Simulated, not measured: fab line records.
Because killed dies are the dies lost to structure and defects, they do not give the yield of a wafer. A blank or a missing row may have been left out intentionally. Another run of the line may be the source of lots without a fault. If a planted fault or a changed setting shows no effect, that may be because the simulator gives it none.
A struck lot beside a sound one / flow rit_cmos / 43 steps out of a route of 202
Sound: these wafers, L716.2, L716.3, L716.5. Struck: wafer L725.5. (L725.2, L725.3 of the same lot were not struck and are left out.) The cause comes at the end.
Each step with rows lists, per side, the tool, then ch with its chambers, then its first start. Under that, the readings that differ: sound wafers / struck wafers / difference of the means / sigmas: that difference in standard deviations of wafers without a fault.
alike: a reading whose means differ by less than 2 such deviations, as well as words and numbers matching on both sides. not compared: withheld readings; readings where some wafer has no value; bounds like >300 that might hide an equal value; numbers whose values overlap and for which the record gives no deviation.
Wherever a step has rows on one side only, a row that says differs or no value, or a row with sigmas, the two part there. When numbers do not overlap yet have no deviation, they are printed without sigmas and do not part them. A reading that every wafer of one side lacks parts them only if that side has two wafers or more.

RIT_GATE_THK_MEAS_07:
  struck on film_metro-01, day 6 00:03; sound on film_metro-01, day 4 05:19
  alike: GATE_OXIDE_THK
then, 1 step without rows for these wafers: RIT_GATE_CVD_08 (deposits poly-Si from SiH4, target thk 250 nm, time 2220 s).
RIT_GATE_THK_MEAS_09:
  struck on film_metro-01, day 6 02:32; sound on film_metro-01, day 4 06:59
  alike: GATE_POLY_THK
then, 6 steps without rows for these wafers: RIT_GATE_HMDS_10 (prime time 60 s); RIT_GATE_COAT_11 (resist thk 857.1 nm); RIT_GATE_SOFTBAKE_12 (time 60 s); RIT_GATE_EXPOSE_13 (exposes mask M6, target cd 150 nm); RIT_GATE_PEB_14; RIT_GATE_DEVELOP_15 (develop time 50 s).
RIT_GATE_CD_MEAS_16 targets a cd of 150 nm.
  struck on cd_sem-02, day 6 03:35; sound on cd_sem-01, day 4 08:02
  alike: cd_nm
RIT_GATE_OVL_MEAS_17:
  struck on overlay-01, day 6 03:41; sound on overlay-01, day 4 08:08
  alike: GATE_OVL
then, 1 step without rows for these wafers: RIT_GATE_HARDBAKE_18 (time 60 s).
RIT_GATE_ETCH_19: etches poly-Si in SF6/CHF3/O2, stops on SiO2, time 165 s, target depth 312.5 nm.
  sound on rie_si-02 ch 0,1,3, day 4 08:19; struck on rie_si-01 ch 2, day 6 03:52
reading=throttle_valve_pct (%); sound=10.34 10.27 10.26; struck=10.53; difference=+0.24; sigmas=+2
  alike: chamber_pressure_mTorr, drypump_motor_current_A, oes_product_au
  not compared: rf_hours_counter_h
RIT_GATE_STRIP_20: strips in O2, time 180 s.
  sound on plasma_asher-02 ch 0,1, day 4 08:26; struck on plasma_asher-04 ch 1, day 6 03:58
  alike: chamber_pressure_mTorr, drypump_motor_current_A
  not compared: rf_hours_counter_h
RIT_GATE_CD_MEAS_90 targets a cd of 150 nm.
  struck on cd_sem-01, day 6 04:10; sound on cd_sem-01, day 4 08:37
  alike: cd_nm
then, 4 steps without rows for these wafers: RIT_REOX_CLEAN_00 (cleans in SC1, time 600 s); RIT_REOX_CLEAN_01 (cleans in dHF, time 30 s); RIT_REOX_CLEAN_02 (cleans in SC2, time 600 s); RIT_REOX_OXIDATION_03 (target thk 25.2 nm, ox time 5580 s).
RIT_REOX_THK_MEAS_04:
  struck on film_metro-01, day 6 07:46; sound on film_metro-01, day 4 12:51
  alike: REOX_OXIDE_THK
then, 6 steps without rows for these wafers: RIT_NLDD_HMDS_00 (prime time 60 s); RIT_NLDD_COAT_01 (resist thk 1000 nm); RIT_NLDD_SOFTBAKE_02 (time 60 s); RIT_NLDD_EXPOSE_03 (exposes mask M7, target cd 40700 nm); RIT_NLDD_PEB_04; RIT_NLDD_DEVELOP_05 (develop time 50 s).
RIT_NLDD_OVL_MEAS_06:
  struck on overlay-02, day 6 08:40; sound on overlay-02, day 4 13:45
  alike: NLDD_OVL
then, 2 steps without rows for these wafers: RIT_NLDD_HARDBAKE_07 (time 60 s); RIT_NLDD_IMPLANT_08.
RIT_NLDD_STRIP_09: strips in O2, time 180 s.
  sound on plasma_asher-01 ch 0, day 4 14:05; struck on plasma_asher-01 ch 1, day 6 09:09
  alike: chamber_pressure_mTorr, drypump_motor_current_A
  not compared: rf_hours_counter_h
RIT_NLDD_TW_MEAS_10:
  struck on film_metro-04, day 6 09:20; sound on film_metro-02, day 4 14:16
  alike: NLDD_TW
then, 6 steps without rows for these wafers: RIT_PLDD_HMDS_00 (prime time 60 s); RIT_PLDD_COAT_01 (resist thk 1000 nm); RIT_PLDD_SOFTBAKE_02 (time 60 s); RIT_PLDD_EXPOSE_03 (exposes mask M8, target cd 40900 nm); RIT_PLDD_PEB_04; RIT_PLDD_DEVELOP_05 (develop time 50 s).
RIT_PLDD_OVL_MEAS_06:
  struck on overlay-01, day 6 10:22; sound on overlay-01, day 4 15:11
reading=PLDD_OVL (nm); sound=0.8 2.2 3.1; struck=-2.3; difference=-4.3; sigmas=-3
then, 2 steps without rows for these wafers: RIT_PLDD_HARDBAKE_07 (time 60 s); RIT_PLDD_IMPLANT_08.
RIT_PLDD_STRIP_09: strips in O2, time 180 s.
  sound on plasma_asher-03 ch 0,1, day 4 15:31; struck on plasma_asher-04 ch 1, day 6 10:41
  alike: chamber_pressure_mTorr, drypump_motor_current_A
  not compared: rf_hours_counter_h
RIT_PLDD_TW_MEAS_10:
  struck on film_metro-03, day 6 10:53; sound on film_metro-03, day 4 15:41
  alike: PLDD_TW
RIT_M1_PROBE_99:
  struck on prober-01, day 7 01:25; sound on prober-02, day 5 05:10
reading=killed_at_front_end; sound=7 5 7; struck=37; difference=+31; sigmas=+10
reading=killed_dies; sound=7 5 7; struck=37; difference=+31; sigmas=+10
reading=killed_on_rim; sound=0 2 3; struck=6; difference=+4; sigmas=+3
  alike: killed_at_contacts, killed_open, killed_short

== WHERE THEY PART ==
Last at RIT_M1_PROBE_99 as far as this record goes, first at RIT_GATE_ETCH_19.

WHY: whatever the simulator had introduced
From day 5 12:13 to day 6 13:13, rie_si-01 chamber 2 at RIT_GATE_ETCH_19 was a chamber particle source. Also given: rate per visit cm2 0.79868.
